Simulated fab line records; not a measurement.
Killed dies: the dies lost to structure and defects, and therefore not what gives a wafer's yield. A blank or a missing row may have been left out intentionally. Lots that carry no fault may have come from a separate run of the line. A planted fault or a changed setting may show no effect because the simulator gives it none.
Lot-split experiment -- flow berkeley-cmos170 -- 23 wafers read from 5 lots, route of 331 steps

== ON THE SPLIT ==
At UCB170_V1_CMP_02 (polishes SiO2), the setting leave-above-ref-nm was moved away from the recipe's 1000 nm on 7 of the 23 wafers read, by -6.9% to +7.1%. For the rest of the wafers, this setting stayed at what the recipe calls for.

There is no step in the file separating the split from the reading.

== THE READING ==
V1_POLISHED_THK, in nm, at UCB170_V1_THK_MEAS_04. Fault-free wafers of this fab line usually give 999.7 nm, standard deviation 1 nm.

wafer,"tool, chamber at the split","leave-above-ref-nm as run, nm",against the recipe,"V1_POLISHED_THK, nm",against lot-mates on the recipe
L074.1,"cmp-02, 3,0",1000,recipe,999.6,-
L074.2,"cmp-02, 2",930.7,-6.9%,930.4,-69.3
L074.3,"cmp-02, 3,0",1000,recipe,999.8,-
L074.5,"cmp-02, 3",930.7,-6.9%,929.3,-70.4
L074.6,"cmp-02, 2",930.7,-6.9%,932.9,-66.8
L077.1,"cmp-01, 3,2",1000,recipe,999.5,-
L077.2,"cmp-01, 0",1000,recipe,999.4,-
L077.3,"cmp-01, 2",1037,+3.7%,1036.7,+37.2
L077.4,"cmp-01, 1",1037,+3.7%,1037.3,+37.8
L077.5,"cmp-01, 3,2",1000,recipe,999.6,-
L078.1,"cmp-02, 0",1000,recipe,999.2,-
L078.2,"cmp-02, 2",1000,recipe,1000.1,-
L078.4,"cmp-02, 3",1000,recipe,998.5,-
L078.5,"cmp-02, 0",1000,recipe,999.1,-
L078.6,"cmp-02, 1",1000,recipe,998.6,-
L080.2,"cmp-01, 2",1071,+7.1%,1068.5,+70.2
L080.3,"cmp-01, 0,3",1000,recipe,998.9,-
L080.4,"cmp-01, 1",1071,+7.1%,1069.4,+71.1
L080.5,"cmp-01, 2",1000,recipe,998.4,-
L080.6,"cmp-01, 0,3",1000,recipe,997.7,-
L084.2,"cmp-02, 1",1000,recipe,998.6,-
L084.4,"cmp-02, 2",1000,recipe,999.3,-
L084.5,"cmp-02, 1",1000,recipe,1000.6,-
When a row names more than one chamber, that row covers several wafers, and the file does not tell which wafer ran in which chamber.

FIT RESULTS
A straight line over all 23 wafers: V1_POLISHED_THK changes by +9.88 nm for each +1% of leave-above-ref-nm; r = +1.00; the points scatter about the line by 0.94 nm.
The same after taking each lot's own level away (the mean of its wafers on the recipe; 23 wafers): +9.96 nm for each +1%; r = +1.00; scatter 0.78 nm.
The reading moves by 71 nm for the largest change in leave-above-ref-nm, on that fit.
The span of the lots' own levels, 998.33 to 999.70 nm, comes to 1.4 times the standard deviation stated above.
Hence the lot-to-lot level has little effect on the slope; both slopes agree.
Check: with one of the wafers moved furthest among these (+7.1%) left out of the fit, the line predicts +71 nm for it against its lot-mates. Against them it came out at +70.2 nm.

== OTHER SPLITS APPLIED TO THESE WAFERS ==
These wafers also went through other splits before the reading. Each is held against what the fit with the lots' levels taken away leaves over:
other split on the same wafers,wafers away from the commonest value,r with V1_POLISHED_THK (lot level and that fit taken away)
UCB170_M1_PEB_07 peb-temp-c,7,-0.12

== THE WHOLE CHAIN: every reading that the file lists as answering this split, in the file's order ==
step,what it does,reading,change (the file's fit),r (the file's)
UCB170_V1_CMP_02,polishes SiO2,"SiO2_of_V1_CVD_00.thk-nm (the simulator's own value, which no gauge read)",+10 nm for each +1% of the setting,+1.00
UCB170_V1_THK_MEAS_04,,V1_POLISHED_THK,+9.97 for each +1% of the setting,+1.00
UCB170_V1_ETCH_14,"etches SiO2 in CHF3/CF4/Ar, stops on Al, target depth 1250 nm, time 291 s","etch.depth-nm (the simulator's own value, which no gauge read)",+10 nm for each +1% of the setting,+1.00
UCB170_V1_ETCH_14,"etches SiO2 in CHF3/CF4/Ar, stops on Al, target depth 1250 nm, time 291 s","V1.feature-depth-nm (the simulator's own value, which no gauge read)",+9.99 nm for each +1% of the setting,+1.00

== THE FILE'S OWN FIT ==
V1_POLISHED_THK changes by +9.97 nm for each +1% of leave-above-ref-nm, r = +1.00.
